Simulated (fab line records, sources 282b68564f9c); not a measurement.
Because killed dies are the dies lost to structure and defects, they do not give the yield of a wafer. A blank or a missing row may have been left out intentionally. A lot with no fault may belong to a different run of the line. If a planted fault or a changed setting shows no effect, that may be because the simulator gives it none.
Which of the tools did it?	flow rit cmos	41 wafers from 14 lots sampled at 3 of the route's 202 steps

WHAT EACH GAUGE READ, for each wafer
RIT_WELLDRIVE_RS_MEAS_02: the measuring method here is four-point-probe. Usual: PWELL_RS gives 429.0 ohm/sq (standard deviation 1.1).
lot	measured	on	PWELL_RS (ohm/sq)	flag
L651	day 2 06:05	film metro-01	428.1 426.0 426.7	
L652	day 2 11:09	film metro-01	428.1 427.3 428.1	
L653	day 2 15:31	film metro-03	430.3 428.6 429.5	
L654	day 2 19:42	film metro-04	429.4 429.0 429.3	
L658	day 3 17:11	film metro-03	429.4 428.7 428.5	
L659	day 3 21:23	film metro-03	430.8 430.9 430.7	
L662	day 4 15:46	film metro-01	428.6 426.8 428.1	
L663	day 4 19:16	film metro-04	429.3 428.9 430.9	
L666	day 5 08:41	film metro-01	429.1 430.2 430.2	
L668	day 5 20:02	film metro-01	428.5 429.1 428.2	
L670	day 6 04:51	film metro-01	429.6 429.4	
L671	day 6 10:25	film metro-04	430.0 430.0 430.0	
L672	day 6 18:38	film metro-04	429.9 429.6 429.2	
L673	day 6 23:24	film metro-03	430.0 428.8 429.5	

RIT_CONTACT_OVL_MEAS_09. Usual: CONTACT_OVL gives 0.0 nm (standard deviation 1.3).
lot	measured	on	CONTACT_OVL (nm)	flag
L651	day 3 09:03	overlay-01	2.6 2.4 3.1	
L652	day 3 12:05	overlay-01	-0.5 0.2 -0.4	
L653	day 3 15:55	overlay-02	-1.3 0.0 -1.1	
L654	day 3 19:19	overlay-01	-0.1 -1.9 1.1	
L658	day 4 21:13	overlay-01	-0.2 0.2 -0.4	
L659	day 4 21:29	overlay-01	-1.2 0.7 0.1	
L662	day 5 17:17	overlay-02	-0.8 -0.2 -1.6	
L663	day 5 19:50	overlay-01	-0.6 -0.6 1.1	
L666	day 6 09:23	overlay-02	-1.2 0.0 -0.9	
L668	day 7 00:16	overlay-02	-1.1 -1.2 -2.4	
L670	day 7 05:14	overlay-01	1.6 2.7	
L671	day 7 13:06	overlay-02	-1.1 -1.3 0.7	
L672	day 8 01:02	overlay-01	-1.4 -0.7 -1.8	
L673	day 8 03:35	overlay-01	1.9 1.4 2.7	

WHICH TOOL RAN EACH LOT (tool, then ch and the chambers of the sampled wafers, then the start)
lot	RIT_SILICIDE_RTA_06
L651	rtp anneal-02 ch 0, day 3 07:47
L652	rtp anneal-01 ch 0, day 3 10:40
L653	rtp anneal-02 ch 0, day 3 14:10
L654	rtp anneal-01 ch 0, day 3 17:56
L658	rtp anneal-02 ch 0, day 4 19:51
L659	rtp anneal-02 ch 0, day 4 20:10
L662	rtp anneal-01 ch 0, day 5 15:45
L663	rtp anneal-02 ch 0, day 5 18:28
L666	rtp anneal-02 ch 0, day 6 08:00
L668	rtp anneal-01 ch 0, day 6 22:53
L670	rtp anneal-01 ch 0, day 7 03:58
L671	rtp anneal-02 ch 0, day 7 11:50
L672	rtp anneal-01 ch 0, day 7 23:24
L673	rtp anneal-01 ch 0, day 8 02:20
- RIT_SILICIDE_RTA_06: time 10 s, ramp up 5 s, ramp down 10 s.

AS READ BY THE TOOLS THEMSELVES (means over the sampled wafers that have a number; for cases with no such wafer, the mark the record gives instead)
RIT_SILICIDE_RTA_06. Usual: chamber o2 ppm 2.001, standard deviation 0.02; wafer_temp_C_max 754.2, standard deviation 1.4.
lot	tool	chamber o2 ppm	wafer_temp_C_max	flag
L651	rtp anneal-02	2.009	754.7	
L652	rtp anneal-01	2.005	752.6	
L653	rtp anneal-02	1.984	755.1	
L654	rtp anneal-01	2.007	753.4	
L658	rtp anneal-02	1.986	756.7	
L659	rtp anneal-02	1.987	754.8	
L662	rtp anneal-01	1.991	753.0	
L663	rtp anneal-02	1.996	755.5	
L666	rtp anneal-02	1.996	755.8	
L668	rtp anneal-01	1.984	753.4	
L670	rtp anneal-01	2.014	753.7	
L671	rtp anneal-02	2.007	755.0	
L672	rtp anneal-01	1.980	753.1	
L673	rtp anneal-01	2.023	752.9	

THE ANSWER, worked out from the rows above alone
Rule: a lot is off if the mean of its wafers that have a number lies more than 3 standard deviations from the usual mean. A lot without any number at a reading at which 4 lots or more have one is off too. Where the step has rows for the other lots, those lots are counted as sound. After the gauges, taken in route order, come the tools' own readings; for these a lot's mean is taken, as printed above. The first step at which some lot is off is used, and at that step the reading that is off furthest; a lot without a number counts as furthest.
No lot is off on any of the readings shown, so nothing can be concluded from this.

WHAT THE SIMULATOR PUT IN
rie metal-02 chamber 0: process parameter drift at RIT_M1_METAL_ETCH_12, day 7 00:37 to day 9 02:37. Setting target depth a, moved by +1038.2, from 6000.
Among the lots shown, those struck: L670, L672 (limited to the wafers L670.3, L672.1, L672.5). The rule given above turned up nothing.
